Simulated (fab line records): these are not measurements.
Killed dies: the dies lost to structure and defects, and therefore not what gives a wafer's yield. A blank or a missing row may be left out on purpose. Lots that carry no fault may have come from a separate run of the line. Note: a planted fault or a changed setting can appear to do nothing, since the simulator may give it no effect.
The tool behind it: which one? / flow rit-cmos / 14 lots, 42 wafers sampled, at 2 steps of a route of 202

== WHAT EACH GAUGE READ, for each wafer ==
RIT_GATE_THK_MEAS_07.
lot=L814; measured=day 2 19:49; on=film-metro-02; GATE_OXIDE_THK (nm)=2.96 2.96 3.04
lot=L815; measured=day 3 01:11; on=film-metro-02; GATE_OXIDE_THK (nm)=2.97 3.03 2.91
lot=L817; measured=day 3 10:38; on=film-metro-03; GATE_OXIDE_THK (nm)=3.01 3.09 3.03
lot=L818; measured=day 3 15:59; on=film-metro-01; GATE_OXIDE_THK (nm)=3.11 3.05 3.06
lot=L819; measured=day 3 20:44; on=film-metro-02; GATE_OXIDE_THK (nm)=3.03 3.05 3.00
lot=L820; measured=day 4 02:47; on=film-metro-02; GATE_OXIDE_THK (nm)=3.16 3.05 3.05
lot=L821; measured=day 4 05:49; on=film-metro-02; GATE_OXIDE_THK (nm)=3.02 2.99 2.99
lot=L823; measured=day 4 16:17; on=film-metro-02; GATE_OXIDE_THK (nm)=2.95 2.98 2.97
lot=L824; measured=day 4 21:43; on=film-metro-02; GATE_OXIDE_THK (nm)=3.09 3.06 3.08
lot=L825; measured=day 5 02:38; on=film-metro-02; GATE_OXIDE_THK (nm)=3.00 3.00 3.09
lot=L826; measured=day 5 07:36; on=film-metro-02; GATE_OXIDE_THK (nm)=2.97 3.03 2.99
lot=L829; measured=day 6 00:22; on=film-metro-02; GATE_OXIDE_THK (nm)=3.90 3.78 3.89
lot=L831; measured=day 6 08:44; on=film-metro-01; GATE_OXIDE_THK (nm)=2.99 3.05 3.02
lot=L833; measured=day 6 18:47; on=film-metro-03; GATE_OXIDE_THK (nm)=3.82 3.74 3.80

== EACH LOT AND THE TOOL THAT RAN IT (in order: tool; ch and the chambers of the sampled wafers; start) ==
lot=L814; RIT_GATE_OXIDATION_05=furnace-04 ch 0, day 2 18:29
lot=L815; RIT_GATE_OXIDATION_05=furnace-04 ch 0, day 2 22:43
lot=L817; RIT_GATE_OXIDATION_05=furnace-04 ch 0, day 3 08:41
lot=L818; RIT_GATE_OXIDATION_05=furnace-02 ch 0, day 3 14:39
lot=L819; RIT_GATE_OXIDATION_05=furnace-02 ch 0, day 3 18:50
lot=L820; RIT_GATE_OXIDATION_05=furnace-02 ch 0, day 4 01:28
lot=L821; RIT_GATE_OXIDATION_05=furnace-02 ch 0, day 4 04:28
lot=L823; RIT_GATE_OXIDATION_05=furnace-02 ch 0, day 4 14:56
lot=L824; RIT_GATE_OXIDATION_05=furnace-03 ch 0, day 4 19:56
lot=L825; RIT_GATE_OXIDATION_05=furnace-02 ch 0, day 5 01:17
lot=L826; RIT_GATE_OXIDATION_05=furnace-02 ch 0, day 5 06:16
lot=L829; RIT_GATE_OXIDATION_05=furnace-02 ch 0, day 5 23:02
lot=L831; RIT_GATE_OXIDATION_05=furnace-03 ch 0, day 6 07:25
lot=L833; RIT_GATE_OXIDATION_05=furnace-02 ch 0, day 6 17:16
- RIT_GATE_OXIDATION_05: target thk 3 nm, ox time 270 s.

== AS READ BY THE TOOLS THEMSELVES (means over the sampled wafers that have a number; for cases with no such wafer, the mark the record gives instead) ==
RIT_GATE_OXIDATION_05.
lot=L814; tool=furnace-04; spike-tc-centre-C (C)=902.5; spike-tc-load-C (C)=923.3; spike-tc-source-C (C)=924.0; tube-center-temp-C (C)=900; tube_center_temp_C_max=902.5
lot=L815; tool=furnace-04; spike-tc-centre-C (C)=902.5; spike-tc-load-C (C)=924.3; spike-tc-source-C (C)=924.2; tube-center-temp-C (C)=900; tube_center_temp_C_max=902.4
lot=L817; tool=furnace-04; spike-tc-centre-C (C)=901.9; spike-tc-load-C (C)=924.1; spike-tc-source-C (C)=924.6; tube-center-temp-C (C)=900; tube_center_temp_C_max=902.7
lot=L818; tool=furnace-02; spike-tc-centre-C (C)=902.3; spike-tc-load-C (C)=925.3; spike-tc-source-C (C)=922.8; tube-center-temp-C (C)=900; tube_center_temp_C_max=902.2
lot=L819; tool=furnace-02; spike-tc-centre-C (C)=902.9; spike-tc-load-C (C)=925.7; spike-tc-source-C (C)=923.0; tube-center-temp-C (C)=900; tube_center_temp_C_max=902.3
lot=L820; tool=furnace-02; spike-tc-centre-C (C)=903.4; spike-tc-load-C (C)=926.0; spike-tc-source-C (C)=922.8; tube-center-temp-C (C)=900; tube_center_temp_C_max=902.4
lot=L821; tool=furnace-02; spike-tc-centre-C (C)=902.3; spike-tc-load-C (C)=926.1; spike-tc-source-C (C)=922.5; tube-center-temp-C (C)=900; tube_center_temp_C_max=902.7
lot=L823; tool=furnace-02; spike-tc-centre-C (C)=902.7; spike-tc-load-C (C)=926.4; spike-tc-source-C (C)=921.8; tube-center-temp-C (C)=900; tube_center_temp_C_max=902.3
lot=L824; tool=furnace-03; spike-tc-centre-C (C)=902.6; spike-tc-load-C (C)=925.7; spike-tc-source-C (C)=924.2; tube-center-temp-C (C)=900; tube_center_temp_C_max=902.2
lot=L825; tool=furnace-02; spike-tc-centre-C (C)=902.7; spike-tc-load-C (C)=926.7; spike-tc-source-C (C)=922.6; tube-center-temp-C (C)=900; tube_center_temp_C_max=902.2
lot=L826; tool=furnace-02; spike-tc-centre-C (C)=901.4; spike-tc-load-C (C)=925.7; spike-tc-source-C (C)=922.7; tube-center-temp-C (C)=900; tube_center_temp_C_max=902.0
lot=L829; tool=furnace-02; spike-tc-centre-C (C)=923.2; spike-tc-load-C (C)=946.2; spike-tc-source-C (C)=942.9; tube-center-temp-C (C)=920; tube_center_temp_C_max=922.7
lot=L831; tool=furnace-03; spike-tc-centre-C (C)=902.9; spike-tc-load-C (C)=926.0; spike-tc-source-C (C)=924.1; tube-center-temp-C (C)=900; tube_center_temp_C_max=902.1
lot=L833; tool=furnace-02; spike-tc-centre-C (C)=922.4; spike-tc-load-C (C)=947.0; spike-tc-source-C (C)=942.8; tube-center-temp-C (C)=920; tube_center_temp_C_max=922.5

== THE ANSWER, worked out from the rows above alone ==
Rule: usual is defined by the lots themselves. Put in order of their means at a reading, lots are off if they are a third of the lots or fewer, leave a main group of 4 or more, and stand apart from it by a gap of 3 or more times the standard deviation of the main group's means; of several such gaps the widest counts. If all means in a main group match to the digits the tables above print for the reading, that group is not used. Also off: a lot with no number at a reading for which 4 or more lots have one. All remaining lots with rows at the step are treated as sound. Order of review: gauges by route order, followed by the tools' own readings, for which a lot's mean as printed above is used. At the first step where some lot is off, the reading lying furthest off is the one used; lots without a number count as furthest.
Off: L829, L833, seen at RIT_GATE_THK_MEAS_07 (GATE_OXIDE_THK). The main group: mean 3.02 nm, standard deviation 0.039.
If a tool, at a process step before that reading, ran all the lots that are off and no sound lot after the first of them, it fits. The gauges at RIT_GATE_THK_MEAS_07 aren't tried: what is off there is off at RIT_GATE_OXIDATION_05 too, on other tools, and a gauge's error can't cause that. One candidate fits, namely furnace-02 at RIT_GATE_OXIDATION_05. A fault onset in the window from L826 (day 5 06:16, its last sound lot) to L829 (day 5 23:02, its first lot off) fits.
The tool's own readings at RIT_GATE_OXIDATION_05 bear it out: on the lots that are off they differ by more than 5 times the standard deviation of the sound lots' means. spike-tc-centre-C reads 922.8 C there against 902.5 C on the sound lots; spike-tc-load-C reads 946.6 C there against 925.4 C on the sound lots; spike-tc-source-C reads 942.8 C there against 923.3 C on the sound lots; tube-center-temp-C reads 920 C there against 900 C on the sound lots; tube_center_temp_C_max reads 922.6 there against 902.3 on the sound lots.

== WHAT THE SIMULATOR PUT IN ==
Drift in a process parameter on furnace-02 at RIT_GATE_OXIDATION_05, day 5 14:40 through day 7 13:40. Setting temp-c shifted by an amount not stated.
Shown lots that were struck: L829, L833. The rule given above showed the same thing.
